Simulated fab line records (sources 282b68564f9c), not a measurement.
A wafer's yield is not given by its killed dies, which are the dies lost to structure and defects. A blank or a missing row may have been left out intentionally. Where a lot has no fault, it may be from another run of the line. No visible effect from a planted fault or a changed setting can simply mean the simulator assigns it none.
A struck lot beside a sound one	flow rit cmos	44 steps out of a route of 202
Sound: these wafers, L878.2, L878.4, L878.6. Wafers struck: L886.2, L886.3, L886.6. The cause is named last.
For every step that has rows: the tool of each side, followed by ch and its chambers, followed by its first start. Under that, the readings that differ: sound wafers	struck wafers	difference of the means	sigmas: that difference in standard deviations of wafers without a fault.
alike: a reading whose means differ by less than 2 such deviations, as well as words and numbers matching on both sides. not compared: withheld readings; readings where some wafer has no value; bounds like >300 that might hide an equal value; numbers whose values overlap and for which the record gives no deviation.
The two part at a step that has a row with sigmas, a row that says differs or no value, or rows on one side only. Non-overlapping numbers with no deviation appear without sigmas and do not part them. Lack of a reading on every wafer of one side parts them only where that side has two or more wafers.

RIT_GATE_STRIP_20: strips in O2, time 180 s.
  sound on plasma asher-01 ch 0,1, day 4 22:13; struck on plasma asher-02 ch 1, day 6 08:04
  alike: drypump motor current A
  not compared: rf hours counter h
RIT_GATE_CD_MEAS_90: target cd 150 nm.
  sound on cd sem-02, day 4 22:25; struck on cd sem-02, day 6 08:15
  alike: cd nm
then, 4 steps without rows for these wafers: RIT_REOX_CLEAN_00 (cleans in SC1, time 600 s); RIT_REOX_CLEAN_01 (cleans in dHF, time 30 s); RIT_REOX_CLEAN_02 (cleans in SC2, time 600 s); RIT_REOX_OXIDATION_03 (target thk 25.2 nm, ox time 5580 s).
RIT_REOX_THK_MEAS_04:
  sound on film metro-01, day 5 01:56; struck on film metro-01, day 6 12:47
  alike: REOX_OXIDE_THK
then, 5 steps without rows for these wafers: RIT_NLDD_HMDS_00 (prime time 60 s); RIT_NLDD_COAT_01 (resist thk 1000 nm); RIT_NLDD_SOFTBAKE_02 (time 60 s); RIT_NLDD_EXPOSE_03 (exposes mask M7, target cd 40700 nm); RIT_NLDD_PEB_04.
RIT_NLDD_DEVELOP_05: develop time 50 s.
  sound on litho track-01 ch 0, day 5 02:00; struck on litho track-02 ch 0, day 6 13:00
reading	sound	struck	difference	sigmas
developer temp C (C)	23.05 22.93 23.23	23.87 23.88 23.82	+0.79	+7
RIT_NLDD_OVL_MEAS_06:
  sound on overlay-01, day 5 02:50; struck on overlay-01, day 6 13:42
  alike: NLDD_OVL
then, 2 steps without rows for these wafers: RIT_NLDD_HARDBAKE_07 (time 60 s); RIT_NLDD_IMPLANT_08.
RIT_NLDD_STRIP_09: strips in O2, time 180 s.
  sound on plasma asher-04 ch 0,1, day 5 03:10; struck on plasma asher-04 ch 0, day 6 14:02
  alike: drypump motor current A
  not compared: rf hours counter h
RIT_NLDD_TW_MEAS_10:
  sound on film metro-04, day 5 03:21; struck on film metro-04, day 6 14:13
  alike: NLDD_TW
then, 6 steps without rows for these wafers: RIT_PLDD_HMDS_00 (prime time 60 s); RIT_PLDD_COAT_01 (resist thk 1000 nm); RIT_PLDD_SOFTBAKE_02 (time 60 s); RIT_PLDD_EXPOSE_03 (exposes mask M8, target cd 40900 nm); RIT_PLDD_PEB_04; RIT_PLDD_DEVELOP_05 (develop time 50 s).
RIT_PLDD_OVL_MEAS_06:
  sound on overlay-02, day 5 04:23; struck on overlay-01, day 6 15:14
  alike: PLDD_OVL
then, 2 steps without rows for these wafers: RIT_PLDD_HARDBAKE_07 (time 60 s); RIT_PLDD_IMPLANT_08.
RIT_PLDD_STRIP_09: strips in O2, time 180 s.
  sound on plasma asher-03 ch 1, day 5 04:43; struck on plasma asher-04 ch 0, day 6 15:34
  alike: drypump motor current A
  not compared: rf hours counter h
RIT_PLDD_TW_MEAS_10:
  sound on film metro-04, day 5 04:54; struck on film metro-03, day 6 15:46
  alike: PLDD_TW
then, 4 steps without rows for these wafers: RIT_SPACER_CLEAN_00 (cleans in SC1, time 600 s); RIT_SPACER_CLEAN_01 (cleans in dHF, time 30 s); RIT_SPACER_CLEAN_02 (cleans in SC2, time 600 s); RIT_SPACER_CVD_03 (deposits Si3N4 from SiH2Cl2/NH3, target thk 250 nm, time 3300 s).
RIT_SPACER_THK_MEAS_04:
  sound on film metro-02, day 5 07:14; struck on film metro-02, day 6 18:08
  alike: SPACER_NITRIDE_THK
RIT_SPACER_ETCHBACK_05: etches Si3N4 in SF6/CHF3, stops on SiO2, target depth 250 nm, time 240 s.
  sound on rie diel-01 ch 1,2, day 5 07:17; struck on rie diel-01 ch 1,2, day 6 18:11
  alike: CHF3_flow_sccm, drypump motor current A, oes product au, throttle valve pct
  not compared: rf hours counter h
then, 6 steps without rows for these wafers: RIT_NSD_HMDS_00 (prime time 60 s); RIT_NSD_COAT_01 (resist thk 1000 nm); RIT_NSD_SOFTBAKE_02 (time 60 s); RIT_NSD_EXPOSE_03 (exposes mask M9, target cd 40700 nm); RIT_NSD_PEB_04; RIT_NSD_DEVELOP_05 (develop time 50 s).
RIT_NSD_OVL_MEAS_06:
  sound on overlay-01, day 5 08:18; struck on overlay-02, day 6 19:14
  alike: NSD_OVL
RIT_CONTACT_ETCH_11: etches SiO2 in CHF3/CF4/Ar, stops on TiSi2, target depth 480 nm, time 320 s.
  sound on rie diel-03 ch 1,2, day 5 13:13; struck on rie diel-01 ch 1,2, day 7 00:21
  alike: CHF3_flow_sccm, drypump motor current A, mfc ar sccm, oes product au, throttle valve pct
  not compared: rf hours counter h, model.CONTACT.cd nm
RIT_M1_PROBE_99:
  sound on prober-02, day 5 18:34; struck on prober-02, day 7 05:23
  alike: killed at contacts, killed at front end, killed dies, killed open, killed short
  not compared: model.etest.contact to gate.bv right v, model.etest.contact to gate.bv left v

== WHERE THEY PART ==
Only at RIT_NLDD_DEVELOP_05, as far as this record shows. Later steps at which nothing parts them and some readings are alike: RIT_NLDD_OVL_MEAS_06, RIT_NLDD_STRIP_09, RIT_NLDD_TW_MEAS_10, RIT_PLDD_OVL_MEAS_06, RIT_PLDD_STRIP_09, RIT_PLDD_TW_MEAS_10, RIT_SPACER_THK_MEAS_04, RIT_SPACER_ETCHBACK_05, RIT_NSD_OVL_MEAS_06, RIT_CONTACT_ETCH_11, RIT_M1_PROBE_99.

WHY: what the simulator had put in
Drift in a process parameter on litho track-02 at RIT_NLDD_DEVELOP_05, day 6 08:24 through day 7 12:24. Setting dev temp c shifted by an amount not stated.
